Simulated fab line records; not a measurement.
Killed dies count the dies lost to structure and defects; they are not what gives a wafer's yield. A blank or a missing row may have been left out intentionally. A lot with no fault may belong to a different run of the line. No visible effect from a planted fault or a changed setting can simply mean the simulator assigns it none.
Problem report in the 8D (eight disciplines) form, filled by code + flow berkeley-cmos170 + the parts of the form that need people (team, actions taken, sign-off) are left out

1. THE PROBLEM
At UCB170_M1_METAL_ETCH_12, run-length-s averages 148.4 s over 6 wafers from 2 lots, while fault-free wafers read 158.5 s, standard deviation 1.3. That puts it -7.8 standard deviations away from the usual mean.
The step: etches Al in Cl2/BCl3, stops on PSG, target depth 780 nm, time 130 s.
First seen on wafer L895.2, day 11 03:55, on rie-metal-01. At this step, 18 wafers from 6 lots have a number in the record. Rule for "out" (also "out of limits"): further than 4 standard deviations from the usual mean. The rest of the wafers with a number are treated as sound.

2. WHAT IT IS, WHAT IT ISN'T
| question                    | is                           | is not                                                             |
|-----------------------------|------------------------------|--------------------------------------------------------------------|
| which readings at this step | run-length-s, oes-product-au | -                                                                  |
| which lots                  | L895, L897                   | L883, L886, L889, L902                                             |
| which wafers of those lots  | all that have a number       | -                                                                  |
| read on which tools         | rie-metal-01                 | rie-metal-03, rie-metal-04                                         |
| when                        | from day 11 03:55            | up to then (9 sound wafers); but 3 sound wafers of L902 came after |

3. SUSPECTS, AND WHAT RULES EACH OUT
Counting: any tool at a process step up to the reading is kept as a suspect provided that every lot that is out went through it and no sound lot did after the first of them.
- pvd-sputter-03 at UCB170_M1_SPUTTER_00 (material Al, target thk 600 nm, time 80 s): kept. It ran every lot that is out, first L895 (day 11 02:07), and no sound lot after that.
- rie-metal-01 at UCB170_M1_METAL_ETCH_12 (etches Al in Cl2/BCl3, stops on PSG, target depth 780 nm, time 130 s): kept. It processed each lot that is out, first L895 at day 11 03:55, and no sound lot thereafter; up to then, the last sound lot it processed was L883 at day 9 03:34. Its own readings are out on those wafers: oes-product-au, run-length-s.
The count leaves rie-metal-01 at UCB170_M1_METAL_ETCH_12 and pvd-sputter-03 at UCB170_M1_SPUTTER_00.

4. THE CAUSE (what the simulator had put in)
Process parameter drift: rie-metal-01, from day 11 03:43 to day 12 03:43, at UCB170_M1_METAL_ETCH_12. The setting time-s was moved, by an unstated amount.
Counting leaves 2 suspects; this tool is one of them.

5. THE EFFECT CHAIN, in route order
One row per reading whose mean, taken over the struck wafers that have a number, lies over 3 standard deviations from the usual. Only readings for which the record gives a usual standard deviation are gone through. hours: the time from each lot's start at the first step in this table that gives one to its start at this step, as a median over the lots. sigmas: the change in usual standard deviations.
| hours | step                    | reading        | usual      | on struck wafers | change | sigmas |
|-------|-------------------------|----------------|------------|------------------|--------|--------|
| 0     | UCB170_M1_METAL_ETCH_12 | oes-product-au | 0.842 a.u. | 0.909            | +0.067 | +6.1   |
| 0     | UCB170_M1_METAL_ETCH_12 | run-length-s   | 158.5 s    | 148.4            | -10.1  | -7.8   |
It contains these process steps:
- UCB170_M1_METAL_ETCH_12: etches Al in Cl2/BCl3, stops on PSG, target depth 780 nm, time 130 s.

6. WHAT WOULD HAVE CAUGHT IT SOONER
In this record no reading fell out of limits until day 11 03:55, 0 hours after the fault had begun at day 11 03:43.
